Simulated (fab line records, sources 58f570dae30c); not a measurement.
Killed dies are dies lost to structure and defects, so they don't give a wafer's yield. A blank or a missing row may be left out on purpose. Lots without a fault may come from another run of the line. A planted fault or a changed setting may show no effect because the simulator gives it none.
A struck lot beside a sound one | flow berkeley_cmos170 | 31 steps out of a route of 331
Sound: wafers L437.1, L437.5, L437.6. Struck: wafer L445.1. (L445.4, L445.5 of the same lot were not struck and are left out.) The cause comes at the end.
At each step with rows: each side's tool, then ch and its chambers, then its first start. Under that, the readings that differ: sound wafers | struck wafers | difference of the means | sigmas: that difference in standard deviations of wafers without a fault.
alike: readings whose means differ by less than 2 such deviations, and words and numbers that are the same on both sides. not compared: withheld readings, readings that some wafer has no value for, bounds like >300 that may hide the same value, and numbers for which the record gives no deviation and whose values overlap.
The two part at a step that has a row with sigmas, a row that says differs or no value, or rows on one side only. Numbers that don't overlap but have no deviation are shown without sigmas and don't part them. A reading that every wafer of one side lacks parts them only if that side has two wafers or more.

first, 6 steps without rows for these wafers: UCB170_V1_HMDS_06 (prime time 60 s); UCB170_V1_COAT_07 (resist thk 900 nm); UCB170_V1_SOFTBAKE_08 (time 60 s); UCB170_V1_EXPOSE_09 (exposes mask VIA1, target cd 700 nm); UCB170_V1_PEB_10; UCB170_V1_DEVELOP_11 (develop time 45 s).
UCB170_V1_CD_MEAS_12: target cd 700 nm.
  sound on cd_sem-01, day 9 16:49; struck on cd_sem-02, day 10 15:15
  alike: cd_nm
UCB170_V1_OVL_MEAS_13:
  sound on overlay-01, day 9 16:56; struck on overlay-01, day 10 15:22
  alike: V1_OVL
UCB170_V1_ETCH_14: etches SiO2 in CHF3/CF4/Ar, stops on Al, target depth 1250 nm, time 291 s.
  sound on rie_diel-03 ch 0,2,3, day 9 16:58; struck on rie_diel-03 ch 1, day 10 15:24
  reading                | sound          | struck | difference | sigmas
  throttle_valve_pct (%) | 7.04 6.97 6.95 | 6.71   | -0.28      | -2
  alike: drypump_motor_current_A, oes_product_au
  not compared: rf_hours_counter_h
UCB170_V1_STRIP_15: strips in O2.
  sound on plasma_asher-02 ch 0,1, day 9 17:08; struck on plasma_asher-02 ch 1, day 10 15:35
  alike: drypump_motor_current_A, oes_product_au, strip_time_to_endpoint_s
  not compared: rf_hours_counter_h
UCB170_V1_CD_MEAS_90: target cd 700 nm.
  sound on cd_sem-02, day 9 17:14; struck on cd_sem-02, day 10 15:41
  alike: cd_nm
then, 1 step without rows for these wafers: UCB170_M2_PRE_CLEAN_00 (preclean etch time 60 s).
UCB170_M2_SPUTTER_01: material Al, target thk 900 nm, time 120 s.
  sound on pvd_sputter-03, day 9 17:26; struck on pvd_sputter-03, day 10 15:52
  reading                               | sound           | struck | difference | sigmas
  model.Al_of_M2_SPUTTER_01.thk_nm (nm) | 921.8 927 928.4 | 545.7  | -380.0     |
  alike: throttle_valve_pct
UCB170_M2_RS_MEAS_02: measures by four-point-probe.
  sound on film_metro-03, day 9 17:31; struck on film_metro-03, day 10 16:14
  reading           | sound                | struck | difference | sigmas
  M2_AL_RS (ohm/sq) | 0.0314 0.0312 0.0311 | 0.0534 | +0.0222    | +62
  not compared: hold
UCB170_M2_THK_MEAS_03: measures by xrf.
  sound on film_metro-03, day 9 17:38; struck on film_metro-03, day 10 20:25
  reading        | sound       | struck | difference | sigmas
  M2_AL_THK (nm) | 911 910 918 | 541    | -372       | -34
  not compared: hold
then, 2 steps without rows for these wafers: UCB170_M2_COAT_05 (resist thk 900 nm); UCB170_M2_SOFTBAKE_06 (time 60 s).
UCB170_M2_STRIP_07: strips in O2.
  sound on plasma_asher-01 ch 0,1, day 9 18:36; struck on plasma_asher-02 ch 1, day 11 00:06
  alike: drypump_motor_current_A, oes_product_au, strip_time_to_endpoint_s
  not compared: rf_hours_counter_h
then, 7 steps without rows for these wafers: UCB170_M2_STRIP_08 (strips KrF in DMSO, time 600 s); UCB170_M2_COAT_09; UCB170_M2_COAT_10 (resist thk 900 nm); UCB170_M2_SOFTBAKE_11 (time 60 s); UCB170_M2_EXPOSE_12 (exposes mask METAL2, target cd 700 nm); UCB170_M2_PEB_13; UCB170_M2_DEVELOP_14 (develop time 45 s).
UCB170_M2_CD_MEAS_15: target cd 700 nm.
  sound on cd_sem-02, day 9 21:14; struck on cd_sem-02, day 11 01:28
  reading    | sound             | struck | difference | sigmas
  cd_nm (nm) | 700.7 701.6 702.0 | 696.5  | -4.9       | -3
UCB170_M2_OVL_MEAS_16:
  sound on overlay-01, day 9 21:21; struck on overlay-01, day 11 01:35
  alike: M2_OVL
UCB170_M2_ETCH_17: etches BARC in N2/H2.
  sound on rie_diel-01 ch 0,2,3, day 9 21:23; struck on rie_diel-01 ch 1, day 11 01:37
  alike: drypump_motor_current_A, n2_flow_sccm, oes_product_au, throttle_valve_pct
UCB170_M2_METAL_ETCH_18: etches Al in Cl2/BCl3, stops on SiO2, target depth 1170 nm, time 195 s.
  sound on rie_metal-04 ch 0,1, day 9 21:25; struck on rie_metal-02 ch 0, day 11 01:40
  reading               | sound             | struck | difference | sigmas
  oes_product_au (a.u.) | 0.848 0.861 0.852 | 0.669  | -0.185     | -19
  alike: drypump_motor_current_A, throttle_valve_pct
  not compared: rf_hours_counter_h
UCB170_M2_STRIP_19: strips in O2.
  sound on plasma_asher-01 ch 0,1, day 9 21:37; struck on plasma_asher-04 ch 0, day 11 01:51
  alike: drypump_motor_current_A, oes_product_au
  not compared: rf_hours_counter_h
UCB170_M3_PROBE_99:
  sound on prober-01, day 10 04:14; struck on prober-02, day 11 07:12
  reading                               | sound                      | struck  | difference | sigmas
  model.etest.antenna_m2.vt_shift_v (V) | -0.01309 -0.01605 -0.01519 | -0.0251 | -0.0103    |

WHERE THEY PART
First at UCB170_V1_ETCH_14; last, within this record, at UCB170_M2_METAL_ETCH_18. Later steps at which nothing parts them and some readings are alike: UCB170_M2_STRIP_19.

WHY: what the simulator had put in
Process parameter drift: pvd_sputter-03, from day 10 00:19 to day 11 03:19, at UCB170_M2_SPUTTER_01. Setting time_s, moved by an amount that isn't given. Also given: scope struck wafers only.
